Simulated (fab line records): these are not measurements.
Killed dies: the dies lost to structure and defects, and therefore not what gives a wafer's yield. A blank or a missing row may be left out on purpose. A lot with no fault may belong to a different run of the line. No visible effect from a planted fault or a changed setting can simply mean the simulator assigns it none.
Shared-tool check    flow rit_cmos    14 lots and 42 wafers in the sample

== THE REASON FOR OPENING IT ==
2 of 14 lots carry a flag on the reading PWELL_TW at RIT_PWELL_TW_MEAS_10. No-fault wafers: 954, standard deviation 4.5.
Rule: flag the lot when none of its wafers has a number, or when each of its wafers that has one lies beyond 4 standard deviations from that mean. The rest of the lots are taken to be sound.

lot   measured     on             PWELL_TW, wafer by wafer  flag
L630  day 1 23:21  film_metro-03  950 954 953               
L631  day 2 03:29  film_metro-02  958 959 956               
L632  day 2 08:25  film_metro-01  957 956 957               
L633  day 2 14:57  film_metro-03  957 954 955               
L639  day 3 20:26  film_metro-03  950 948 957               
L640  day 4 05:04  film_metro-02  959 958 960               
L644  day 5 02:13  film_metro-02  954 955 949               
L645  day 5 06:32  film_metro-02  962 958 956               
L646  day 5 07:47  film_metro-01  956 957 953               
L647  day 5 14:11  film_metro-02  957 951 954               
L648  day 5 20:14  film_metro-02  1039 1039 1039            FLAGGED
L651  day 6 10:13  film_metro-02  955 955 951               
L652  day 6 14:17  film_metro-01  1040 1040 1040            FLAGGED
L653  day 6 18:06  film_metro-02  950 957 953               
On average the flagged lots' numbers are 1040, which is +86 against the usual, or +19 standard deviations.

== TOOL THAT RAN EACH LOT ==
The record holds 1 process step before the reading, out of a route of 202 steps. Every cell lists first the tool, next ch and the chambers used by the sampled wafers, and last the start.
lot   flag     RIT_PWELL_IMPLANT_08
L630           implanter-04 ch 0, day 1 23:01
L631           implanter-03 ch 0, day 2 03:10
L632           implanter-02 ch 0, day 2 08:07
L633           implanter-04 ch 0, day 2 14:38
L639           implanter-02 ch 0, day 3 20:06
L640           implanter-02 ch 0, day 4 04:45
L644           implanter-02 ch 0, day 5 01:54
L645           implanter-03 ch 0, day 5 06:15
L646           implanter-04 ch 0, day 5 07:27
L647           implanter-03 ch 0, day 5 13:52
L648  FLAGGED  implanter-03 ch 0, day 5 19:56
L651           implanter-04 ch 0, day 6 09:55
L652  FLAGGED  implanter-03 ch 0, day 6 14:00
L653           implanter-02 ch 0, day 6 17:47
These steps, and what they do:
- RIT_PWELL_IMPLANT_08
- RIT_PWELL_TW_MEAS_10

== FLAGGED OVER TOTAL, TOOL BY TOOL (the gauges that took the reading come last) ==
step                  tool           lots run  flagged  share of the flagged lots  sound lots run after its first flagged lot
RIT_PWELL_IMPLANT_08  implanter-02   5         0        none                       -
RIT_PWELL_IMPLANT_08  implanter-03   5         2        all                        0
RIT_PWELL_IMPLANT_08  implanter-04   4         0        none                       -
RIT_PWELL_TW_MEAS_10  film_metro-01  3         1        some                       0
RIT_PWELL_TW_MEAS_10  film_metro-02  8         1        some                       2 (L651,L653)
RIT_PWELL_TW_MEAS_10  film_metro-03  3         0        none                       -

== THE TABLE: WHAT IT ALLOWS ==
Rows of the table that ran each flagged lot: 1, that is implanter-03 at RIT_PWELL_IMPLANT_08.
- implanter-03 at RIT_PWELL_IMPLANT_08 ran 5 lots, 2 of them flagged. Last sound lot L647 at day 5 13:52, first flagged lot L648 at day 5 19:56; a fault beginning in between fits. Its own readings lie more than 4 standard deviations out on every wafer of the flagged lots: dose_ions_cm2, faraday_current_uA.
Just one tool remains: implanter-03 at RIT_PWELL_IMPLANT_08.

== WHAT THE SIMULATOR PUT IN ==
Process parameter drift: implanter-03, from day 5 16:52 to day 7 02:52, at RIT_PWELL_IMPLANT_08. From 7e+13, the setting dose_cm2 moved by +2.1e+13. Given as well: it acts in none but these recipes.
Shown lots that were struck: L648, L652. Same finding as the rule above.
